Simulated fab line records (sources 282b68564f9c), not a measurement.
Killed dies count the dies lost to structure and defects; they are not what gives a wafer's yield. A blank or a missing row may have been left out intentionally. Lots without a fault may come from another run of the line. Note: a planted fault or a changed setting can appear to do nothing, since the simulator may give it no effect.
Split-lot study ; flow rit-cmos ; 23 wafers read from 5 lots, route of 202 steps

SPLIT DETAILS
At RIT_PRETRO_COAT_01 (resist thk 1300 nm), the setting resist-thk-nm was moved away from the recipe's 1300 nm on 5 of the 23 wafers read, by -5.0% to +1.5%. This setting was run at the recipe's value on the other wafers.

FROM THE SPLIT TO THE READING: what the file shows between them, 4 steps
- RIT_PRETRO_SOFTBAKE_02: time 60 s (also split here: time-s)
- RIT_PRETRO_EXPOSE_03: exposes mask M5, target cd 43700 nm
- RIT_PRETRO_PEB_04
- RIT_PRETRO_DEVELOP_05: develop time 68 s

THE READING
NOVOLAK_of_PRETRO_COAT_01.thk-nm (the simulator's own value, which no gauge read), in nm, at RIT_PRETRO_HARDBAKE_07 (time 120 s). The file does not state a usual value for it. The 18 wafers here that ran the recipe average 1134 nm, standard deviation 3.6 nm.

wafer;tool, chamber at the split;resist-thk-nm as run, nm;against the recipe;NOVOLAK_of_PRETRO_COAT_01.thk-nm, nm;against lot-mates on the recipe
L075.1;litho-track-01, 0;1300;recipe;1141;-
L075.2;litho-track-01, 0;1320;+1.5%;1155;+16
L075.4;litho-track-01, 0;1320;+1.5%;1155;+16
L075.3;litho-track-01, 0;1300;recipe;1138;-
L075.6;litho-track-01, 0;1300;recipe;1138;-
L079.1;litho-track-01, 0;1300;recipe;1136;-
L079.2;litho-track-01, 0;1300;recipe;1139;-
L079.3;litho-track-01, 0;1300;recipe;1133;-
L079.4;litho-track-01, 0;1300;recipe;1133;-
L079.5;litho-track-01, 0;1300;recipe;1133;-
L080.1;litho-track-04, 0;1300;recipe;1134;-
L080.3;litho-track-04, 0;1300;recipe;1133;-
L080.4;litho-track-04, 0;1300;recipe;1132;-
L081.1;litho-track-04, 0;1235;-5.0%;1080;-56
L081.2;litho-track-04, 0;1235;-5.0%;1079;-57
L081.3;litho-track-04, 0;1300;recipe;1135;-
L081.4;litho-track-04, 0;1300;recipe;1137;-
L081.5;litho-track-04, 0;1235;-5.0%;1082;-54
L085.1;litho-track-01, 0;1300;recipe;1131;-
L085.2;litho-track-01, 0;1300;recipe;1128;-
L085.4;litho-track-01, 0;1300;recipe;1129;-
L085.6;litho-track-01, 0;1300;recipe;1129;-
L085.5;litho-track-01, 0;1300;recipe;1130;-

THE FIT
A straight line over all 23 wafers: NOVOLAK_of_PRETRO_COAT_01.thk-nm changes by +11 nm for each +1% of resist-thk-nm; r = +0.98; the points scatter about the line by 3.6 nm.
The same after taking each lot's own level away (the mean of its wafers on the recipe; 23 wafers): +11.1 nm for each +1%; r = +1.00; scatter 1.6 nm.
The reading moves by 55 nm for the largest change in resist-thk-nm, on that fit.
Across the lots, their own levels run from 1129.4 to 1139.0 nm, a range of 2.6 times the standard deviation given above.
So the lot-to-lot level changes the slope little: the two slopes agree.
Check: for one of the wafers moved furthest among these (-5.0%), held out of the fit, the line's prediction against its lot-mates is -55.2 nm. Against them it came out at -56 nm.

FURTHER SPLITS ON THESE WAFERS
Before the reading, these wafers also passed through other splits. Each is held against what the fit with the lots' levels taken away leaves over:
other split on the same wafers;wafers away from the commonest value;r with NOVOLAK_of_PRETRO_COAT_01.thk-nm (lot level and that fit taken away)
RIT_ACTIVE_EXPOSE_08 dose-mj;5;+0.10
RIT_ACTIVE_DEVELOP_10 develop-time-s;9;+0.19
RIT_PWELL_COAT_01 resist-thk-nm;9;-0.38
RIT_PWELL_IMPLANT_08 energy-kev;5;-0.05
RIT_PRETRO_SOFTBAKE_02 time-s;7;+0.01

THE WHOLE CHAIN: every reading that the file lists as answering this split, in the file's order
step;what it does;reading;change (the file's fit);r (the file's)
RIT_PRETRO_COAT_01;resist thk 1300 nm;NOVOLAK_of_PRETRO_COAT_01.thk-nm (the simulator's own value, which no gauge read);+12.9 nm for each +1% of the setting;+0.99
RIT_PRETRO_HARDBAKE_07;time 120 s;NOVOLAK_of_PRETRO_COAT_01.thk-nm (the simulator's own value, which no gauge read);+11.1 nm for each +1% of the setting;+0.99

THE FILE'S OWN FIT
NOVOLAK_of_PRETRO_COAT_01.thk-nm changes by +11.1 nm for each +1% of resist-thk-nm, r = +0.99.
